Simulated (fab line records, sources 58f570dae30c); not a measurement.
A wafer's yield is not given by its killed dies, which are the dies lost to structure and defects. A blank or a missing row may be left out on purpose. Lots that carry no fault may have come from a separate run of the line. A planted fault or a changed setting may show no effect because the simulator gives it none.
2 desks, one fault / flow berkeley cmos170 / each desk holds nothing but its own numbers, with what lay behind them at the end

THE TOOL OWNER'S DESK: lpcvd-02
The tool's own readings at UCB170_CONTACT_CVD_01 (deposits PSG from SiH4/O2/PH3, target thk 700 nm, time 2820 s): means of the sampled wafers that have a number, for each lot that ran on this tool. Any lot whose mean is over 4 standard deviations away from the usual mean is out of limits and marked OUT; that distance is given in the brackets.
Columns: A = spike tc centre C at UCB170_CONTACT_CVD_01, usual 452.5 C; B = spike tc load C at UCB170_CONTACT_CVD_01, usual 468 C; C = spike tc source C at UCB170_CONTACT_CVD_01, usual 466.2 C; D = susceptor temp C at UCB170_CONTACT_CVD_01, usual 449.97 C
lot=L737; first seen here=day 6 18:29; A=452.4; B=470; C=467.7; D=449.99
lot=L735; first seen here=day 6 20:16; A=452.6; B=472; C=468.3; D=450.16
lot=L738; first seen here=day 7 02:53; A=451.5; B=473; C=464.2; D=449.98
lot=L740; first seen here=day 7 16:35; A=452.3; B=472; C=467.9; D=449.83
lot=L741; first seen here=day 7 23:29; A=452.1; B=471; C=468.4; D=449.75
lot=L746; first seen here=day 8 20:13; A=472.5 (+18) OUT; B=491 (+7.1) OUT; C=489.3 (+10) OUT; D=470.30 (+92) OUT
This desk finds L746 out of limits, L746 being first, at day 8 20:13 (spike tc centre C at UCB170_CONTACT_CVD_01). In limits: L737, L735, L738, L740, L741.

METROLOGY DESK
Means of the sampled wafers that have a number, per lot and without regard to the tool the lot ran on: this is what the gauges read. Any lot whose mean is over 4 standard deviations away from the usual mean is out of limits and marked OUT; that distance is given in the brackets.
Columns: A = SPACER_TEOS_THK at UCB170_SPACER_THK_MEAS_01, usual 376 nm; B = CONTACT_PSG_THK at UCB170_CONTACT_THK_MEAS_02, usual 703 nm
lot=L735; first seen here=day 6 06:26; A=371; B=701
lot=L737; first seen here=day 6 06:27; A=378; B=695
lot=L736; first seen here=day 6 07:02; A=379; B=704
lot=L738; first seen here=day 6 15:55; A=380; B=689
lot=L739; first seen here=day 6 17:00; A=379; B=696
lot=L740; first seen here=day 7 05:21; A=379; B=698
lot=L741; first seen here=day 7 12:16; A=377; B=693
lot=L742; first seen here=day 8 01:04; A=375; B=707
lot=L746; first seen here=day 8 10:58; A=376; B=843 (+23) OUT
lot=L756; first seen here=day 10 21:50; A=379; B=701
This desk's finding: out of limits on L746; first on L746, day 8 22:53 (CONTACT_PSG_THK at UCB170_CONTACT_THK_MEAS_02). In limits: L735, L737, L736, L738, L739, L740, L741, L742, L756.

BROUGHT TOGETHER
At day 8 20:13, on L746, the tool owner's desk was in a position to raise an alarm.
At day 8 22:53 the metrology desk could have sounded an alarm, on L746.
All the named lots went through UCB170_CONTACT_CVD_01 on lpcvd-02.

WHAT WAS PUT IN BY THE SIMULATOR
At UCB170_CONTACT_CVD_01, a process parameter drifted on lpcvd-02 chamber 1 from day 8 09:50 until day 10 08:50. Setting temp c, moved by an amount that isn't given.
Shown lots that were struck: L746.
Time in hours from fault onset to the first out-of-limits reading at each desk: tool owner's desk 10, metrology desk 13.
